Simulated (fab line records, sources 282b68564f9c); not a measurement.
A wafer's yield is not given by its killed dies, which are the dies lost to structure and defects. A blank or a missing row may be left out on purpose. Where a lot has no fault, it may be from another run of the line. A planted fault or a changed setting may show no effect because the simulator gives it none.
Which tool is to blame? + flow rit cmos + Sampling: 14 lots, 42 wafers, 2 of 202 route steps

## WHAT THE GAUGES SHOWED, per wafer
RIT_ACTIVE_CD_MEAS_11 targets a cd of 1400 nm.
| lot  | measured    | on        | cd nm (nm)                                |
|------|-------------|-----------|-------------------------------------------|
| L885 | day 1 15:19 | cd sem-01 | 1398.5 1398.2 1396.8                      |
| L886 | day 1 21:45 | cd sem-02 | 1396.1 1396.3 1394.2                      |
| L887 | day 2 00:43 | cd sem-02 | 1399.1 1400.9 1403.4                      |
| L889 | day 2 10:29 | cd sem-02 | 1399.5 1398.3 1398.6                      |
| L891 | day 2 20:35 | cd sem-01 | 1397.1 1398.1 1400.2                      |
| L892 | day 3 01:32 | cd sem-02 | 1402.3 1403.3 1403.0                      |
| L893 | day 3 06:36 | cd sem-02 | 1402.3 1404.1 1403.7                      |
| L894 | day 3 13:29 | cd sem-01 | 1403.7 1403.5 1402.6                      |
| L896 | day 4 03:27 | cd sem-01 | 1399.6 1399.6 1397.4                      |
| L898 | day 4 07:36 | cd sem-01 | 1397.9 1397.2 1394.6                      |
| L899 | day 4 14:04 | cd sem-02 | 1681.7 1681.6 1682.4 1681.7 1681.4 1682.4 |
| L902 | day 5 04:38 | cd sem-01 | 1403.7 1403.4 1402.0                      |
| L903 | day 5 09:53 | cd sem-02 | 1681.2 1679.9 1681.5 1681.0 1679.1 1681.4 |
| L908 | day 6 10:28 | cd sem-02 | 1405.5 1404.2 1402.6                      |

## WHICH TOOL RAN EACH LOT (tool, then ch and the chambers of the sampled wafers, then the start)
| lot  | RIT_ACTIVE_DEVELOP_10            |
|------|----------------------------------|
| L885 | litho track-03 ch 0, day 1 15:00 |
| L886 | litho track-01 ch 0, day 1 21:00 |
| L887 | litho track-01 ch 0, day 2 00:00 |
| L889 | litho track-01 ch 0, day 2 10:00 |
| L891 | litho track-03 ch 0, day 2 20:00 |
| L892 | litho track-03 ch 0, day 3 01:00 |
| L893 | litho track-01 ch 0, day 3 06:00 |
| L894 | litho track-03 ch 0, day 3 13:00 |
| L896 | litho track-01 ch 0, day 4 03:00 |
| L898 | litho track-01 ch 0, day 4 07:00 |
| L899 | litho track-01 ch 0, day 4 13:00 |
| L902 | litho track-04 ch 0, day 5 04:00 |
| L903 | litho track-01 ch 0, day 5 09:00 |
| L908 | litho track-03 ch 0, day 6 10:00 |
- RIT_ACTIVE_DEVELOP_10: develop time 50 s.

## AS READ BY THE TOOLS THEMSELVES (means over the sampled wafers that have a number; for cases with no such wafer, the mark the record gives instead)
RIT_ACTIVE_DEVELOP_10.
| lot  | tool           | chill plate temp C (C) |
|------|----------------|------------------------|
| L885 | litho track-03 | 22.87                  |
| L886 | litho track-01 | 23.02                  |
| L887 | litho track-01 | 22.94                  |
| L889 | litho track-01 | 22.83                  |
| L891 | litho track-03 | 22.88                  |
| L892 | litho track-03 | 22.93                  |
| L893 | litho track-01 | 23.01                  |
| L894 | litho track-03 | 22.88                  |
| L896 | litho track-01 | 22.94                  |
| L898 | litho track-01 | 22.92                  |
| L899 | litho track-01 | 22.97                  |
| L902 | litho track-04 | 22.94                  |
| L903 | litho track-01 | 23.01                  |
| L908 | litho track-03 | 22.84                  |

## THE ANSWER, worked out from the rows above alone
Rule: the lots themselves supply what counts as usual. The widest of any qualifying gaps counts: lots, ordered by their means at a reading, are off when they make up no more than a third of the lots, leave a main group of 4 or more, and stand apart from it by 3 or more times the standard deviation of that group's means. Not used: any main group whose means are identical at the precision the tables above print for the reading. Also off: a lot with no number at a reading for which 4 or more lots have one. All remaining lots with rows at the step are treated as sound. Order of review: gauges by route order, followed by the tools' own readings, for which a lot's mean as printed above is used. The first step at which some lot is off is used, and at that step the reading that is off furthest; a lot without a number counts as furthest.
Off: L899, L903, at RIT_ACTIVE_CD_MEAS_11 (cd nm). Mean 1400.3 nm and standard deviation 2.9 in the main group.
If a tool, at a process step before that reading, ran all the lots that are off and no sound lot after the first of them, it fits. The gauges at RIT_ACTIVE_CD_MEAS_11 are tried like those tools. One fits: litho track-01 at RIT_ACTIVE_DEVELOP_10. Its last sound lot is L898 (day 4 07:00), its first lot that is off L899 (day 4 13:00): a fault that began between those two fits.

## WHAT THE SIMULATOR HAD INSERTED
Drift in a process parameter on litho track-01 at RIT_ACTIVE_DEVELOP_10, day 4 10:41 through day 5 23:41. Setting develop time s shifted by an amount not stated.
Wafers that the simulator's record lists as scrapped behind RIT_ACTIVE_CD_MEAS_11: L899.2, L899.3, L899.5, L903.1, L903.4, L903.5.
Struck lots among those shown: L899, L903. The rule above reached the same finding.
